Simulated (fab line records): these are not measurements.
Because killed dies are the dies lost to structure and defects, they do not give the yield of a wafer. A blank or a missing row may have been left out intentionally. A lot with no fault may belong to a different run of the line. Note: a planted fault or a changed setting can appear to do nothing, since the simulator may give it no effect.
Problem report, 8D (eight disciplines) form, completed by code || flow rit-cmos || the parts of the form that need people (team, actions taken, sign-off) are left out

## 1. THE PROBLEM
Across 6 wafers from 2 lots, PWELL_RS at RIT_WELLDRIVE_RS_MEAS_02 averages 437.7 ohm/sq, while fault-free wafers read 429.7 ohm/sq with a standard deviation of 1.5. Relative to the usual mean, that is a shift of +5.3 standard deviations.
The step: measures by four-point-probe.
Earliest sighting: wafer L398.1 on film-metro-04 at day 4 15:48. The record holds 42 wafers of 14 lots with a number at this step. By rule, "out" or "out of limits" means more than 4 standard deviations away from the usual mean. The rest of the wafers with a number are treated as sound.

## 2. WHAT IT IS AND WHAT IT IS NOT
{"question": "which readings at this step", "is": "PWELL_RS", "is not": "-"}
{"question": "which lots", "is": "L398, L399", "is not": "L387, L388, L390, L391, L392, L402, L403, L404, L405, L406, L408, L410"}
{"question": "which wafers of those lots", "is": "all that have a number", "is not": "-"}
{"question": "read on which gauges", "is": "film-metro-04", "is not": "film-metro-01, film-metro-02"}
{"question": "when", "is": "from day 4 15:48", "is not": "up to then (15 sound wafers); but 21 sound wafers of L402, L403, L404, L405, L406, L408, L410 came after"}

## 3. THE SUSPECTS, EACH WITH WHAT RULES IT OUT
Counting: any tool at a process step up to the reading is kept as a suspect provided that every lot that is out went through it and no sound lot did after the first of them.
- ruled out: the gauge at RIT_WELLDRIVE_RS_MEAS_02. All the wafers that are out were read on film-metro-04, but those of them that RIT_PWELL_IMPLANT_08 has rows for are out there too, on other tools.
- implanter-03 at RIT_PWELL_IMPLANT_08: ruled out as a lasting fault. After its first lot that is out, L398 (day 4 08:59), sound lots L410 ran on it.
Left after counting: nothing in the record.

## 4. THE CAUSE (what the simulator had put in)
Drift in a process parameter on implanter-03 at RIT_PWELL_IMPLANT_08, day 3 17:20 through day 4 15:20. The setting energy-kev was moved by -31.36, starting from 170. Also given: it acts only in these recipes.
Counting ruled it out, wrongly: the rule takes a fault to strike every lot that its tool runs from its start on, and this one did not.

## 5. THE EFFECT CHAIN, in route order
Each row: a reading where the mean over the struck wafers with a number is more than 3 standard deviations away from the usual. Only readings for which the record gives a usual standard deviation are gone through. hours: the time from each lot's start at the first step in this table that gives one to its start at this step, as a median over the lots. sigmas: the change in usual standard deviations.
{"hours": 0, "step": "RIT_PWELL_IMPLANT_08", "reading": "beam-energy-keV", "usual": 169.99, "on struck wafers": 138.66, "change": -31.33, "sigmas": "-99 or more"}
{"hours": 7, "step": "RIT_WELLDRIVE_RS_MEAS_02", "reading": "PWELL_RS", "usual": "429.7 ohm/sq", "on struck wafers": 437.7, "change": "+8.0", "sigmas": "+5.3"}
Here are the process steps it includes:
- RIT_PWELL_IMPLANT_08

## 6. WHAT WOULD HAVE CAUGHT IT SOONER
22 hours passed between the start of the fault at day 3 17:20 and the first reading out of limits at a measuring or inspecting step in this record, taken at day 4 15:48.
At RIT_PWELL_IMPLANT_08, the tool's own readings (beam-energy-keV) were out on each struck wafer the step has a row for, so an alarm limit on them would have fired on the first such wafer.
